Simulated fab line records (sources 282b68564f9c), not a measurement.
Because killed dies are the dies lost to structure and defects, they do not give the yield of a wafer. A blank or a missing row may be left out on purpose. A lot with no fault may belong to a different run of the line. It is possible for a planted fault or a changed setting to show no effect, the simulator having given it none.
fab line records / flow rit-cmos / part 2 of 2: steps 29 to 40 of 40
[record] lots = 5 wafers = 15 last-day = 7
route steps=202 shown PSD@143 SDANNEAL@153 NSD@158 PLDD@159 NLDD@160 SILICIDE@161 CONTACT@168
lots with no fault: from the same line, run without faults
start-h: the number of hours between the record's first day and the start of the first shown wafer of the lot / wait-h: hours since the lot's step before / " the same as in the row above / L1.1+2: a single row standing in for several wafers / - no value, or no start was given / * or withheld: withheld / < > ~ a bound
route shown NAME@n: a module of which the file shows steps, and the number in the route of the first / usual: mean/standard deviation taken from wafers without a fault / same: alike in all rows / chamber/n: place in a boat / sites: readings site by site / _std_site: the values' standard deviation / _edge_site: mean of outer sites minus mean of inner sites / radius-mm: how far each site lies from the wafer's centre / mask NAME#n: copy n / behind: the last tool/chamber to shape the wafer / hold: the reason the lot was held/the length of the hold in hours/how it ended / device: the transistor (n, p or np) that didn't switch / end of line: at the end of the route, the tests of the same wafers / for a step that has no rows: nothing shown but its recipe / killed: not the wafer's yield, but the dies lost to structure and defects at the first sort / map: per-die view of a wafer (x killed, . not killed, _ where there is no die)
set.NAME: the setting that was run; set.NAME@STEP: the one run at that earlier step / model.NAME: the simulator's own value behind a step, which no gauge read
certain route steps with their lots: each step a table, each wafer a row
services: a tool's chamber out of use, with start hour (start-h, from the record's first day; less than 0 if before it), hours out, and reason
[[steps]]
[step RIT_CONTACT_COAT_03]
[recipe] resist = NOVOLAK spin-rpm = 3250 resist-thk-nm = 1000
lot.wafer=L079.3+4+6 tool=litho-track-03 chamber=0 start-h=75.18 wait-h=0.1
lot.wafer=L086.1+3+5 tool=litho-track-03 chamber=0 start-h=113.53 wait-h=0.1
lot.wafer=L088.3+4+6 tool=litho-track-03 chamber=0 start-h=126.79 wait-h=0.1
lot.wafer=L096.1+4+5 tool=litho-track-04 chamber=0 start-h=167.76 wait-h=0.1
lot.wafer=L097.1+2+6 tool=litho-track-03 chamber=0 start-h=171.81 wait-h=0.1
[step RIT_CONTACT_SOFTBAKE_04]
[recipe] resist = NOVOLAK temp-c = 90 time-s = 60
lot.wafer=L079.3+4+6 tool=litho-track-03 chamber=0 start-h=75.33 wait-h=0.1
lot.wafer=L086.1+3+5 tool=litho-track-03 chamber=0 start-h=113.68 wait-h=0.1
lot.wafer=L088.3+4+6 tool=litho-track-03 chamber=0 start-h=126.94 wait-h=0.1
lot.wafer=L096.1+4+5 tool=litho-track-04 chamber=0 start-h=167.91 wait-h=0.1
lot.wafer=L097.1+2+6 tool=litho-track-03 chamber=0 start-h=171.96 wait-h=0.1
[step RIT_CONTACT_EXPOSE_05]
[recipe] mask-id = M11 na = 0.6 source-shape = conventional sigma-outer = 0.5 target-cd-nm = 1000 dose-mj = 250
lot.wafer=L079.3+4+6 tool=iline-stepper-01 chamber=0 start-h=75.46 wait-h=0.1 mask=M11#0
lot.wafer=L086.1+3+5 tool=iline-stepper-01 chamber=0 start-h=113.83 wait-h=0.1 mask=M11#0
lot.wafer=L088.3+4+6 tool=iline-stepper-02 chamber=0 start-h=127.20 wait-h=0.2 mask=M11#0
lot.wafer=L096.1+4+5 tool=iline-stepper-01 chamber=0 start-h=168.06 wait-h=0.1 mask=M11#0
lot.wafer=L097.1+2+6 tool=iline-stepper-01 chamber=0 start-h=172.11 wait-h=0.1 mask=M11#0
[step RIT_CONTACT_PEB_06]
[recipe] resist = NOVOLAK temp-c = withheld time-s = withheld
lot.wafer=L079.3+4+6 tool=litho-track-04 chamber=0 start-h=75.59 wait-h=0.1
lot.wafer=L086.1+3+5 tool=litho-track-02 chamber=0 start-h=113.95 wait-h=0.1
lot.wafer=L088.3+4+6 tool=litho-track-03 chamber=0 start-h=127.33 wait-h=0.1
lot.wafer=L096.1+4+5 tool=litho-track-04 chamber=0 start-h=168.17 wait-h=0.1
lot.wafer=L097.1+2+6 tool=litho-track-03 chamber=0 start-h=172.23 wait-h=0.1
[step RIT_CONTACT_DEVELOP_07]
[recipe] resist = NOVOLAK develop-time-s = 120 dev-temp-c = 23
lot.wafer=L079.3+4+6 tool=litho-track-04 chamber=0 start-h=- wait-h=-
lot.wafer=L086.1+3+5 tool=litho-track-02 chamber=0 start-h=- wait-h=-
lot.wafer=L088.3+4+6 tool=litho-track-03 chamber=0 start-h=- wait-h=-
lot.wafer=L096.1+4+5 tool=litho-track-04 chamber=0 start-h=- wait-h=-
lot.wafer=L097.1+2+6 tool=litho-track-03 chamber=0 start-h=- wait-h=-
[step RIT_CONTACT_CD_MEAS_08]
[recipe] target-cd-nm = 1000
[usual] cd-nm = 1000.1/2.6
lot.wafer=L079.3 tool=cd-sem-02 chamber=- start-h=75.98 wait-h=- cd-nm=1000.0
lot.wafer=L079.4 tool=cd-sem-02 chamber=- start-h=75.98 wait-h=- cd-nm=998.5
lot.wafer=L079.6 tool=cd-sem-02 chamber=- start-h=75.98 wait-h=- cd-nm=999.2
lot.wafer=L086.1 tool=cd-sem-01 chamber=- start-h=114.35 wait-h=- cd-nm=999.4
lot.wafer=L086.3 tool=cd-sem-01 chamber=- start-h=114.35 wait-h=- cd-nm=999.4
lot.wafer=L086.5 tool=cd-sem-01 chamber=- start-h=114.35 wait-h=- cd-nm=1000.1
lot.wafer=L088.3 tool=cd-sem-01 chamber=- start-h=127.72 wait-h=- cd-nm=1001.7
lot.wafer=L088.4 tool=cd-sem-01 chamber=- start-h=127.72 wait-h=- cd-nm=1001.4
lot.wafer=L088.6 tool=cd-sem-01 chamber=- start-h=127.72 wait-h=- cd-nm=1001.8
lot.wafer=L096.1 tool=cd-sem-02 chamber=- start-h=168.57 wait-h=- cd-nm=1000.1
lot.wafer=L096.4 tool=cd-sem-02 chamber=- start-h=168.57 wait-h=- cd-nm=999.0
lot.wafer=L096.5 tool=cd-sem-02 chamber=- start-h=168.57 wait-h=- cd-nm=1001.5
lot.wafer=L097.1 tool=cd-sem-02 chamber=- start-h=172.63 wait-h=- cd-nm=1002.3
lot.wafer=L097.2 tool=cd-sem-02 chamber=- start-h=172.63 wait-h=- cd-nm=1002.9
lot.wafer=L097.6 tool=cd-sem-02 chamber=- start-h=172.63 wait-h=- cd-nm=1002.6
[step RIT_CONTACT_OVL_MEAS_09]
[usual] CONTACT_OVL = -0.4/1.3
lot.wafer=L079.3 tool=overlay-01 chamber=- start-h=76.07 wait-h=0.1 CONTACT_OVL[nm]=-1.4
lot.wafer=L079.4 tool=overlay-01 chamber=- start-h=76.07 wait-h=0.1 CONTACT_OVL[nm]=-0.3
lot.wafer=L079.6 tool=overlay-01 chamber=- start-h=76.07 wait-h=0.1 CONTACT_OVL[nm]=-1.6
lot.wafer=L086.1 tool=overlay-01 chamber=- start-h=114.47 wait-h=0.1 CONTACT_OVL[nm]=0.3
lot.wafer=L086.3 tool=overlay-01 chamber=- start-h=114.47 wait-h=0.1 CONTACT_OVL[nm]=-1.5
lot.wafer=L086.5 tool=overlay-01 chamber=- start-h=114.47 wait-h=0.1 CONTACT_OVL[nm]=-0.3
lot.wafer=L088.3 tool=overlay-02 chamber=- start-h=127.81 wait-h=0.1 CONTACT_OVL[nm]=-0.6
lot.wafer=L088.4 tool=overlay-02 chamber=- start-h=127.81 wait-h=0.1 CONTACT_OVL[nm]=-0.6
lot.wafer=L088.6 tool=overlay-02 chamber=- start-h=127.81 wait-h=0.1 CONTACT_OVL[nm]=-0.7
lot.wafer=L096.1 tool=overlay-02 chamber=- start-h=168.69 wait-h=0.1 CONTACT_OVL[nm]=-1.4
lot.wafer=L096.4 tool=overlay-02 chamber=- start-h=168.69 wait-h=0.1 CONTACT_OVL[nm]=-1.0
lot.wafer=L096.5 tool=overlay-02 chamber=- start-h=168.69 wait-h=0.1 CONTACT_OVL[nm]=-4.1
lot.wafer=L097.1 tool=overlay-02 chamber=- start-h=172.75 wait-h=0.1 CONTACT_OVL[nm]=0.8
lot.wafer=L097.2 tool=overlay-02 chamber=- start-h=172.75 wait-h=0.1 CONTACT_OVL[nm]=-0.9
lot.wafer=L097.6 tool=overlay-02 chamber=- start-h=172.75 wait-h=0.1 CONTACT_OVL[nm]=-0.4
[step RIT_CONTACT_HARDBAKE_10]
[recipe] resist = NOVOLAK temp-c = 140 time-s = 60
lot.wafer=L079.3+4+6 tool=litho-track-02 chamber=0 start-h=76.15 wait-h=0.1
lot.wafer=L086.1+3+5 tool=litho-track-02 chamber=0 start-h=114.50 wait-h=0.0
lot.wafer=L088.3+4+6 tool=litho-track-02 chamber=0 start-h=127.89 wait-h=0.1
lot.wafer=L096.1+4+5 tool=litho-track-04 chamber=0 start-h=168.73 wait-h=0.0
lot.wafer=L097.1+2+6 tool=litho-track-02 chamber=0 start-h=172.78 wait-h=0.0
[step RIT_CONTACT_ETCH_11]
[recipe] target-depth-a = 4800 over-etch-frac = 0.2 stop-on = TiSi2 chemistry = CHF3/CF4/Ar target = SiO2 CHF3_flow_sccm = 50 cf4-flow-sccm = 10 Ar_flow_sccm = 100 O2_flow_sccm = 5 pressure-mtorr = 100 rf-w = 200 time-s = 320
[usual] drypump-motor-current-A = 5.6/0.47 oes-product-au = 0.987/0.013 throttle-valve-pct = 8.87/0.14
lot.wafer=L079.3 tool=rie-diel-02 chamber=0 start-h=76.25 wait-h=0.1 drypump-motor-current-A=5.4 oes-product-au=0.961 rf-hours-counter-h=9 throttle-valve-pct=8.69
lot.wafer=L079.4 tool=rie-diel-02 chamber=1 start-h=76.25 wait-h=0.1 drypump-motor-current-A=4.9 oes-product-au=0.998 rf-hours-counter-h=73 throttle-valve-pct=8.79
lot.wafer=L079.6 tool=rie-diel-02 chamber=3 start-h=76.25 wait-h=0.1 drypump-motor-current-A=5.3 oes-product-au=0.970 rf-hours-counter-h=- throttle-valve-pct=8.86
lot.wafer=L086.1 tool=rie-diel-02 chamber=0 start-h=114.65 wait-h=0.1 drypump-motor-current-A=5.4 oes-product-au=0.956 rf-hours-counter-h=10 throttle-valve-pct=8.70
lot.wafer=L086.3 tool=rie-diel-02 chamber=1 start-h=114.65 wait-h=0.1 drypump-motor-current-A=4.9 oes-product-au=1.001 rf-hours-counter-h=74 throttle-valve-pct=8.82
lot.wafer=L086.5 tool=rie-diel-02 chamber=2 start-h=114.65 wait-h=0.1 drypump-motor-current-A=5.4 oes-product-au=0.989 rf-hours-counter-h=- throttle-valve-pct=8.86
lot.wafer=L088.3 tool=rie-diel-02 chamber=1 start-h=127.99 wait-h=0.1 drypump-motor-current-A=4.9 oes-product-au=0.990 rf-hours-counter-h=75 throttle-valve-pct=8.81
lot.wafer=L088.4 tool=rie-diel-02 chamber=2 start-h=127.99 wait-h=0.1 drypump-motor-current-A=5.4 oes-product-au=0.987 rf-hours-counter-h=25 throttle-valve-pct=8.86
lot.wafer=L088.6 tool=rie-diel-02 chamber=2 start-h=127.99 wait-h=0.1 drypump-motor-current-A=5.4 oes-product-au=0.988 rf-hours-counter-h=- throttle-valve-pct=8.85
lot.wafer=L096.1 tool=rie-diel-04 chamber=0 start-h=168.88 wait-h=0.1 drypump-motor-current-A=5.5 oes-product-au=0.993 rf-hours-counter-h=15 throttle-valve-pct=9.13
lot.wafer=L096.4 tool=rie-diel-04 chamber=1 start-h=168.88 wait-h=0.1 drypump-motor-current-A=5.8 oes-product-au=0.995 rf-hours-counter-h=- throttle-valve-pct=9.05
lot.wafer=L096.5 tool=rie-diel-04 chamber=1 start-h=168.88 wait-h=0.1 drypump-motor-current-A=5.8 oes-product-au=0.992 rf-hours-counter-h=- throttle-valve-pct=9.08
lot.wafer=L097.1 tool=rie-diel-02 chamber=3 start-h=172.93 wait-h=0.1 drypump-motor-current-A=5.3 oes-product-au=0.970 rf-hours-counter-h=19 throttle-valve-pct=8.86
lot.wafer=L097.2 tool=rie-diel-02 chamber=0 start-h=172.93 wait-h=0.1 drypump-motor-current-A=5.4 oes-product-au=0.955 rf-hours-counter-h=11 throttle-valve-pct=8.70
lot.wafer=L097.6 tool=rie-diel-02 chamber=0 start-h=172.93 wait-h=0.1 drypump-motor-current-A=5.4 oes-product-au=0.961 rf-hours-counter-h=- throttle-valve-pct=8.68
[step RIT_CONTACT_STRIP_12]
[recipe] chemistry = O2 time-s = 180 resist = NOVOLAK platen-temp-c = withheld power-w = 500 pressure-mtorr = 4000 o2-flow-sccm = 4000
[usual] drypump-motor-current-A = 5.6/0.34 rf-refl-power-W = 6.8/1.7
lot.wafer=L079.3 tool=plasma-asher-03 chamber=1 start-h=76.50 wait-h=0.2 drypump-motor-current-A=5.7 rf-hours-counter-h=- rf-refl-power-W=7.9
lot.wafer=L079.4 tool=plasma-asher-03 chamber=0 start-h=76.50 wait-h=0.2 drypump-motor-current-A=6.2 rf-hours-counter-h=- rf-refl-power-W=4.3
lot.wafer=L079.6 tool=plasma-asher-03 chamber=0 start-h=76.50 wait-h=0.2 drypump-motor-current-A=6.2 rf-hours-counter-h=- rf-refl-power-W=4.2
lot.wafer=L086.1 tool=plasma-asher-02 chamber=0 start-h=114.85 wait-h=0.1 drypump-motor-current-A=5.5 rf-hours-counter-h=48 rf-refl-power-W=8.4
lot.wafer=L086.3 tool=plasma-asher-02 chamber=0 start-h=114.85 wait-h=0.1 drypump-motor-current-A=5.5 rf-hours-counter-h=- rf-refl-power-W=8.7
lot.wafer=L086.5 tool=plasma-asher-02 chamber=1 start-h=114.85 wait-h=0.1 drypump-motor-current-A=5.1 rf-hours-counter-h=- rf-refl-power-W=7.8
lot.wafer=L088.3 tool=plasma-asher-01 chamber=0 start-h=128.24 wait-h=0.2 drypump-motor-current-A=5.5 rf-hours-counter-h=- rf-refl-power-W=6.8
lot.wafer=L088.4 tool=plasma-asher-01 chamber=1 start-h=128.24 wait-h=0.2 drypump-motor-current-A=5.5 rf-hours-counter-h=- rf-refl-power-W=4.7
lot.wafer=L088.6 tool=plasma-asher-01 chamber=1 start-h=128.24 wait-h=0.2 drypump-motor-current-A=5.5 rf-hours-counter-h=- rf-refl-power-W=4.7
lot.wafer=L096.1 tool=plasma-asher-01 chamber=1 start-h=169.17 wait-h=0.2 drypump-motor-current-A=5.5 rf-hours-counter-h=6 rf-refl-power-W=4.7
lot.wafer=L096.4 tool=plasma-asher-01 chamber=1 start-h=169.17 wait-h=0.2 drypump-motor-current-A=5.5 rf-hours-counter-h=- rf-refl-power-W=4.7
lot.wafer=L096.5 tool=plasma-asher-01 chamber=0 start-h=169.17 wait-h=0.2 drypump-motor-current-A=5.5 rf-hours-counter-h=- rf-refl-power-W=6.7
lot.wafer=L097.1 tool=plasma-asher-02 chamber=0 start-h=173.13 wait-h=0.1 drypump-motor-current-A=5.5 rf-hours-counter-h=54 rf-refl-power-W=8.5
lot.wafer=L097.2 tool=plasma-asher-02 chamber=1 start-h=173.13 wait-h=0.1 drypump-motor-current-A=5.1 rf-hours-counter-h=54 rf-refl-power-W=7.7
lot.wafer=L097.6 tool=plasma-asher-02 chamber=1 start-h=173.13 wait-h=0.1 drypump-motor-current-A=5.1 rf-hours-counter-h=- rf-refl-power-W=7.4
[step RIT_CONTACT_CD_MEAS_90]
[recipe] target-cd-nm = 1000
[usual] cd-nm = 1000.0/2.5
lot.wafer=L079.3 tool=cd-sem-01 chamber=- start-h=76.66 wait-h=0.1 cd-nm=1000.2
lot.wafer=L079.4 tool=cd-sem-01 chamber=- start-h=76.66 wait-h=0.1 cd-nm=998.5
lot.wafer=L079.6 tool=cd-sem-01 chamber=- start-h=76.66 wait-h=0.1 cd-nm=998.8
lot.wafer=L086.1 tool=cd-sem-01 chamber=- start-h=115.02 wait-h=0.1 cd-nm=998.5
lot.wafer=L086.3 tool=cd-sem-01 chamber=- start-h=115.02 wait-h=0.1 cd-nm=999.7
lot.wafer=L086.5 tool=cd-sem-01 chamber=- start-h=115.02 wait-h=0.1 cd-nm=1000.1
lot.wafer=L088.3 tool=cd-sem-02 chamber=- start-h=128.40 wait-h=0.1 cd-nm=1001.3
lot.wafer=L088.4 tool=cd-sem-02 chamber=- start-h=128.40 wait-h=0.1 cd-nm=1000.8
lot.wafer=L088.6 tool=cd-sem-02 chamber=- start-h=128.40 wait-h=0.1 cd-nm=1001.1
lot.wafer=L096.1 tool=cd-sem-02 chamber=- start-h=169.35 wait-h=0.1 cd-nm=999.3
lot.wafer=L096.4 tool=cd-sem-02 chamber=- start-h=169.35 wait-h=0.1 cd-nm=998.8
lot.wafer=L096.5 tool=cd-sem-02 chamber=- start-h=169.35 wait-h=0.1 cd-nm=1000.7
lot.wafer=L097.1 tool=cd-sem-01 chamber=- start-h=173.30 wait-h=0.1 cd-nm=1001.9
lot.wafer=L097.2 tool=cd-sem-01 chamber=- start-h=173.30 wait-h=0.1 cd-nm=1002.9
lot.wafer=L097.6 tool=cd-sem-01 chamber=- start-h=173.30 wait-h=0.1 cd-nm=1002.4
[step RIT_CONTACT_CLEAN_13]
[recipe] chemistry = SC1 mix = 3:3:50 time-s = 600 temp-c = 75
[usual] bath-heat-duty-pct = 15.8/1.5 temp-c = 74.99/0.11
lot.wafer=L079.3 tool=wet-bench-03 chamber=0 start-h=76.74 wait-h=0.1 bath-heat-duty-pct=15.8 temp-c=74.87
lot.wafer=L079.4 tool=wet-bench-03 chamber=0 start-h=76.74 wait-h=0.1 bath-heat-duty-pct=16.6 temp-c=74.96
lot.wafer=L079.6 tool=wet-bench-03 chamber=0 start-h=76.74 wait-h=0.1 bath-heat-duty-pct=16.4 temp-c=75.02
lot.wafer=L086.1 tool=wet-bench-04 chamber=0 start-h=115.14 wait-h=0.1 bath-heat-duty-pct=15.7 temp-c=74.97
lot.wafer=L086.3 tool=wet-bench-04 chamber=0 start-h=115.14 wait-h=0.1 bath-heat-duty-pct=17.2 temp-c=75.11
lot.wafer=L086.5 tool=wet-bench-04 chamber=0 start-h=115.14 wait-h=0.1 bath-heat-duty-pct=15.0 temp-c=74.96
lot.wafer=L088.3 tool=wet-bench-01 chamber=0 start-h=128.48 wait-h=0.1 bath-heat-duty-pct=15.4 temp-c=74.99
lot.wafer=L088.4 tool=wet-bench-01 chamber=0 start-h=128.48 wait-h=0.1 bath-heat-duty-pct=14.5 temp-c=74.88
lot.wafer=L088.6 tool=wet-bench-01 chamber=0 start-h=128.48 wait-h=0.1 bath-heat-duty-pct=16.2 temp-c=74.82
lot.wafer=L096.1 tool=wet-bench-01 chamber=1 start-h=169.47 wait-h=0.1 bath-heat-duty-pct=15.4 temp-c=75.05
lot.wafer=L096.4 tool=wet-bench-01 chamber=1 start-h=169.47 wait-h=0.1 bath-heat-duty-pct=14.9 temp-c=75.09
lot.wafer=L096.5 tool=wet-bench-01 chamber=1 start-h=169.47 wait-h=0.1 bath-heat-duty-pct=16.0 temp-c=75.12
lot.wafer=L097.1 tool=wet-bench-04 chamber=1 start-h=173.42 wait-h=0.1 bath-heat-duty-pct=18.6 temp-c=75.09
lot.wafer=L097.2 tool=wet-bench-04 chamber=1 start-h=173.42 wait-h=0.1 bath-heat-duty-pct=17.6 temp-c=75.20
lot.wafer=L097.6 tool=wet-bench-04 chamber=1 start-h=173.42 wait-h=0.1 bath-heat-duty-pct=17.2 temp-c=75.10
[[services]]
tool=pvd-sputter-02 chamber=- start-h=68.50 hours=4.9 kind=repair
tool=pvd-sputter-02 chamber=- start-h=69.62 hours=0.8 kind=repair
tool=pecvd-04 chamber=- start-h=71.04 hours=1.2 kind=repair
tool=rie-diel-04 chamber=- start-h=81.79 hours=0.2 kind=repair
tool=pvd-sputter-03 chamber=- start-h=84.26 hours=0.6 kind=repair
tool=plasma-asher-01 chamber=- start-h=87.05 hours=0.5 kind=repair
tool=implanter-02 chamber=- start-h=88.90 hours=1.5 kind=repair
tool=pvd-sputter-01 chamber=- start-h=95.11 hours=4.5 kind=repair
tool=pvd-sputter-02 chamber=- start-h=105.72 hours=4.6 kind=repair
tool=rie-diel-02 chamber=3 start-h=105.79 hours=8.8 kind=repair
tool=plasma-asher-01 chamber=- start-h=108.75 hours=9.0 kind=pm
tool=pecvd-01 chamber=- start-h=111.68 hours=5.2 kind=repair
tool=plasma-asher-02 chamber=- start-h=119.68 hours=1.4 kind=repair
tool=wet-bench-01 chamber=- start-h=123.79 hours=3.6 kind=repair
tool=implanter-02 chamber=- start-h=123.82 hours=2.2 kind=repair
tool=pvd-sputter-02 chamber=- start-h=125.03 hours=1.6 kind=repair
tool=pecvd-01 chamber=- start-h=127.27 hours=2.8 kind=pm
tool=implanter-03 chamber=- start-h=134.55 hours=0.6 kind=repair
tool=iline-stepper-01 chamber=- start-h=135.48 hours=1.7 kind=pm
tool=pecvd-01 chamber=1 start-h=140.10 hours=4.4 kind=repair
tool=iline-stepper-02 chamber=- start-h=144.76 hours=1.7 kind=pm
tool=rie-diel-02 chamber=- start-h=156.58 hours=0.1 kind=repair
tool=plasma-asher-02 chamber=- start-h=162.83 hours=0.7 kind=repair
tool=rtp-anneal-01 chamber=- start-h=173.26 hours=1.6 kind=pm
